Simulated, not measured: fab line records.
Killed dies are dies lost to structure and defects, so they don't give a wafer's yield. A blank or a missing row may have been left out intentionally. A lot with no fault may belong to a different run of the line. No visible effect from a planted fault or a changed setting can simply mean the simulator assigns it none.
What tool caused it? -- flow berkeley_cmos170 -- 13 lots with 39 wafers sampled at 5 steps, on a route of 331 steps

## WHAT EACH GAUGE READ, for each wafer
UCB170_SCREENOX_THK_MEAS_02.
lot,measured,on,SCREENOX_OXIDE_THK (nm)
L294,day 6 02:19,film_metro-02,14.17 14.47 14.31
L295,day 6 02:19,film_metro-01,14.63 14.85 14.27
L298,day 7 02:04,film_metro-03,14.58 14.56 14.64
L296,day 7 02:04,film_metro-02,14.56 14.55 14.78
L297,day 7 02:08,film_metro-02,13.94 14.44 14.32
L299,day 7 02:05,film_metro-01,14.17 14.11 14.24
L307,day 8 23:36,film_metro-02,14.12 14.25 14.11
L308,day 8 23:32,film_metro-02,14.59 14.58 14.74
L311,day 9 15:28,film_metro-02,14.19 14.30 14.16
L312,day 10 04:00,film_metro-02,14.56 14.51 14.52
L314,day 10 03:59,film_metro-01,14.43 14.65 14.50
L316,day 10 16:28,film_metro-03,14.18 14.17 13.93
L317,day 11 10:32,film_metro-03,14.68 14.69 14.44

UCB170_V2_CD_MEAS_12: the cd target is 700 nm.
lot,measured,on,cd_nm (nm)
L294,day 8 16:56,cd_sem-01,696.7 697.2 696.9
L295,day 8 17:19,cd_sem-01,700.6 700.7 701.9
L298,day 9 20:28,cd_sem-02,700.5 700.6 700.3
L296,day 9 23:26,cd_sem-02,703.2 701.2 701.8
L297,day 9 22:35,cd_sem-02,698.6 700.4 698.7
L299,day 9 21:35,cd_sem-02,700.0 701.4 700.9
L307,day 11 11:20,cd_sem-02,700.5 700.4 700.2
L308,day 11 11:35,cd_sem-02,700.6 700.1 701.2
L311,day 12 14:34,cd_sem-01,698.3 699.3 699.4
L312,day 12 16:54,cd_sem-02,699.9 698.1 699.3
L314,day 12 17:37,cd_sem-02,699.1 698.7 698.4
L316,day 13 13:14,cd_sem-02,698.3 698.3 698.5
L317,day 13 23:01,cd_sem-02,700.3 698.5 698.9

## WHAT TOOL EACH LOT RAN ON (gives the tool, then ch and the chambers of the sampled wafers, and finally the start)
lot,UCB170_ACTIVE_ETCH_15,UCB170_ACTIVE_STRIP_16,UCB170_M1_ETCH_11
L294,"rie_diel-04 ch 0,2,3, day 4 19:46","plasma_asher-04 ch 0,1, day 4 19:52","rie_diel-04 ch 0,1,2, day 8 04:22"
L295,"rie_diel-02 ch 0,1, day 4 19:53","plasma_asher-02 ch 0,1, day 4 19:59","rie_diel-03 ch 2,3, day 8 04:43"
L298,"rie_diel-02 ch 0,1, day 5 19:38","plasma_asher-02 ch 0,1, day 5 19:44","rie_diel-04 ch 0,1,2, day 9 10:31"
L296,"rie_diel-04 ch 0,1,2, day 5 19:55","plasma_asher-03 ch 0,1, day 5 20:01","rie_diel-02 ch 0,1,2, day 9 11:37"
L297,"rie_diel-03 ch 2,3, day 5 20:11","plasma_asher-02 ch 0,1, day 5 20:20","rie_diel-03 ch 1,2,3, day 9 11:04"
L299,"rie_diel-03 ch 1,2, day 5 20:58","plasma_asher-03 ch 0,1, day 5 21:06","rie_diel-02 ch 0,2,3, day 9 10:47"
L307,"rie_diel-02 ch 1,2, day 7 09:24","plasma_asher-02 ch 0,1, day 7 09:32","rie_diel-02 ch 0,1,2, day 10 19:32"
L308,"rie_diel-03 ch 0,2,3, day 7 14:50","plasma_asher-03 ch 0,1, day 7 14:56","rie_diel-04 ch 0,3, day 10 19:43"
L311,"rie_diel-04 ch 0,1,2, day 8 05:12","plasma_asher-04 ch 0,1, day 8 05:18","rie_diel-02 ch 2,3, day 12 04:27"
L312,"rie_diel-03 ch 1,2,3, day 8 17:13","plasma_asher-03 ch 0, day 8 17:19","rie_diel-03 ch 0,2, day 12 04:41"
L314,"rie_diel-03 ch 1,2, day 8 17:56","plasma_asher-02 ch 0,1, day 8 18:02","rie_diel-02 ch 1,3, day 12 04:44"
L316,"rie_diel-03 ch 1,2, day 9 11:44","plasma_asher-02 ch 0,1, day 9 11:50","rie_diel-03 ch 0,1, day 13 00:02"
L317,"rie_diel-03 ch 0,3, day 9 21:59","plasma_asher-04 ch 0,1, day 9 22:05","rie_diel-03 ch 2,3, day 13 10:50"
- UCB170_ACTIVE_ETCH_15: etches Si3N4 in CH3F/Ar/O2, stops on SiO2, target depth 242 nm, time 151 s.
- UCB170_ACTIVE_STRIP_16: strips in O2.
- UCB170_M1_ETCH_11: etches BARC in N2/H2.

## AS READ BY THE TOOLS THEMSELVES (means over the sampled wafers that have a number; for cases with no such wafer, the mark the record gives instead)
UCB170_ACTIVE_ETCH_15.
lot,tool,drypump_motor_current_A (A),oes_product_au (a.u.),throttle_valve_pct (%)
L294,rie_diel-04,5.9,0.942,8.01
L295,rie_diel-02,5.4,0.952,8.13
L298,rie_diel-02,5.8,0.947,8.19
L296,rie_diel-04,5.8,0.934,8.02
L297,rie_diel-03,5.8,0.956,8.23
L299,rie_diel-03,5.7,0.956,8.27
L307,rie_diel-02,6.0,0.944,8.17
L308,rie_diel-03,5.9,0.967,8.23
L311,rie_diel-04,5.8,0.938,8.03
L312,rie_diel-03,5.9,0.968,8.22
L314,rie_diel-03,5.7,0.963,8.28
L316,rie_diel-03,5.6,0.964,8.29
L317,rie_diel-03,6.3,0.942,8.18

UCB170_ACTIVE_STRIP_16.
lot,tool,drypump_motor_current_A (A),oes_product_au (a.u.),strip_time_to_endpoint_s (s)
L294,plasma_asher-04,5.4,0.722,18.11
L295,plasma_asher-02,5.4,0.722,18.01
L298,plasma_asher-02,6.0,0.720,18.16
L296,plasma_asher-03,5.6,0.720,18.02
L297,plasma_asher-02,6.0,0.719,18.05
L299,plasma_asher-03,5.6,0.714,18.15
L307,plasma_asher-02,6.0,0.719,17.85
L308,plasma_asher-03,5.3,0.722,18.01
L311,plasma_asher-04,5.4,0.721,18.09
L312,plasma_asher-03,5.1,0.725,18.07
L314,plasma_asher-02,6.0,0.719,18.15
L316,plasma_asher-02,5.4,0.723,18.11
L317,plasma_asher-04,5.4,0.725,18.02

UCB170_M1_ETCH_11.
lot,tool,drypump_motor_current_A (A),oes_product_au (a.u.),throttle_valve_pct (%)
L294,rie_diel-04,5.8,1.012,13.27
L295,rie_diel-03,6.2,1.026,13.48
L298,rie_diel-04,5.8,1.020,13.27
L296,rie_diel-02,5.6,0.975,13.40
L297,rie_diel-03,6.0,1.030,13.52
L299,rie_diel-02,5.6,0.991,13.36
L307,rie_diel-02,5.6,0.982,13.40
L308,rie_diel-04,5.9,1.011,13.39
L311,rie_diel-02,5.7,0.995,13.34
L312,rie_diel-03,5.7,0.990,13.62
L314,rie_diel-02,6.2,0.987,13.56
L316,rie_diel-03,5.8,1.003,13.55
L317,rie_diel-03,6.2,1.037,13.47

## THE ANSWER, worked out from the rows above alone
Rule: what is usual is taken from the lots themselves. Put in order of their means at a reading, lots are off if they are a third of the lots or fewer, leave a main group of 4 or more, and stand apart from it by a gap of 3 or more times the standard deviation of the main group's means; of several such gaps the widest counts. A main group whose means are all the same, to the digits that the tables above print for the reading, isn't used. Also off: a lot with no number at a reading for which 4 or more lots have one. Any other lot the step has rows for is counted as sound. After the gauges, taken in route order, come the tools' own readings; for these a lot's mean is taken, as printed above. The first step at which some lot is off is used, and at that step the reading that is off furthest; a lot without a number counts as furthest.
None of the lots is off at any reading shown; this tells nothing.

## WHAT HAD BEEN PUT IN BY THE SIMULATOR
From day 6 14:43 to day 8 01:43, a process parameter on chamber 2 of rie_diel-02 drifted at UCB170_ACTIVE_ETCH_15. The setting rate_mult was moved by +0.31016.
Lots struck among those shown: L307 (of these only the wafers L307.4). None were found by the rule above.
